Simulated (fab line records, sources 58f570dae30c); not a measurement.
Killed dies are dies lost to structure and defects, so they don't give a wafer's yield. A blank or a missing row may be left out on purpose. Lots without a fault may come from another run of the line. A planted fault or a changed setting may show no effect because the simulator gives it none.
Split-lot experiment | flow berkeley_cmos170 | 5 lots, 23 wafers read, on a route of 331 steps

THE SPLIT
At UCB170_V2_CVD_00 (deposits SiO2 from TEOS/O2, target thk 2000 nm, time 250 s), the setting time_s was moved away from the recipe's 250 s on 4 of the 23 wafers read, by +13.4% to +14.1%. The other wafers ran this setting at the recipe's value.

The file shows no step between the split and the reading.

THE READING
V2_TEOS_THK, in nm, at UCB170_V2_THK_MEAS_01. Fault-free wafers of this fab line usually give 2006 nm, standard deviation 23 nm.

wafer  | tool, chamber at the split | time_s as run, s | against the recipe | V2_TEOS_THK, nm | against lot-mates on the recipe
L076.1 | pecvd-03, 2                | 283.4            | +13.4%             | 2241            | +240
L076.2 | pecvd-03, 0                | 250              | recipe             | 1974            | -
L076.4 | pecvd-03, 0                | 250              | recipe             | 2006            | -
L076.5 | pecvd-03, 2                | 250              | recipe             | 2023            | -
L076.6 | pecvd-03, 1                | 283.4            | +13.4%             | 2253            | +252
L077.1 | pecvd-04, 1                | 285.3            | +14.1%             | 2285            | +268
L077.2 | pecvd-04, 0                | 250              | recipe             | 2002            | -
L077.3 | pecvd-04, 2                | 285.3            | +14.1%             | 2279            | +262
L077.4 | pecvd-04, 2                | 250              | recipe             | 2019            | -
L077.6 | pecvd-04, 0                | 250              | recipe             | 2030            | -
L079.1 | pecvd-03, 1                | 250              | recipe             | 2014            | -
L079.3 | pecvd-03, 0                | 250              | recipe             | 2022            | -
L079.4 | pecvd-03, 0                | 250              | recipe             | 2032            | -
L079.5 | pecvd-03, 1                | 250              | recipe             | 2036            | -
L079.6 | pecvd-03, 2                | 250              | recipe             | 2022            | -
L081.1 | pecvd-01, 1                | 250              | recipe             | 2018            | -
L081.2 | pecvd-01, 0                | 250              | recipe             | 1992            | -
L081.3 | pecvd-01, 2                | 250              | recipe             | 2006            | -
L081.5 | pecvd-01, 1                | 250              | recipe             | 1996            | -
L081.6 | pecvd-01, 0                | 250              | recipe             | 2000            | -
L083.1 | pecvd-04, 0                | 250              | recipe             | 2011            | -
L083.2 | pecvd-04, 2                | 250              | recipe             | 2001            | -
L083.5 | pecvd-04, 0                | 250              | recipe             | 2027            | -

THE FIT
A straight line over all 23 wafers: V2_TEOS_THK changes by +18.4 nm for each +1% of time_s; r = +0.99; the points scatter about the line by 15 nm.
The same after taking each lot's own level away (the mean of its wafers on the recipe; 23 wafers): +18.6 nm for each +1%; r = +0.99; scatter 12 nm.
On that fit, the largest move of time_s shifts the reading by 2.6e+02 nm.
The lots' own levels span 2001.0 to 2025.2 nm, that is 1.1 times the standard deviation above.
So the lot-to-lot level changes the slope little: the two slopes agree.
Check: with one of the wafers moved furthest among these (+14.1%) left out of the fit, the line predicts +261 nm for it against its lot-mates. It came out at +268 nm against them.

OTHER SPLITS ON THESE WAFERS
These wafers also went through other splits before the reading. Each is held against what the fit with the lots' levels taken away leaves over:
other split on the same wafers | wafers away from the commonest value | r with V2_TEOS_THK (lot level and that fit taken away)
UCB170_M2_EXPOSE_12 dose_mj    | 9                                    | +0.03

THE WHOLE CHAIN: every reading that the file lists as answering this split, in the file's order
step                  | what it does                                               | reading                                                                   | change (the file's fit)              | r (the file's)
UCB170_V2_CVD_00      | deposits SiO2 from TEOS/O2, target thk 2000 nm, time 250 s | SiO2_of_V2_CVD_00.thk_nm (the simulator's own value, which no gauge read) | +18.6 nm for each +1% of the setting | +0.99
UCB170_V2_THK_MEAS_01 |                                                            | V2_TEOS_THK                                                               | +18.6 for each +1% of the setting    | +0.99

THE FILE'S OWN FIT
V2_TEOS_THK changes by +18.6 nm for each +1% of time_s, r = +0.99.
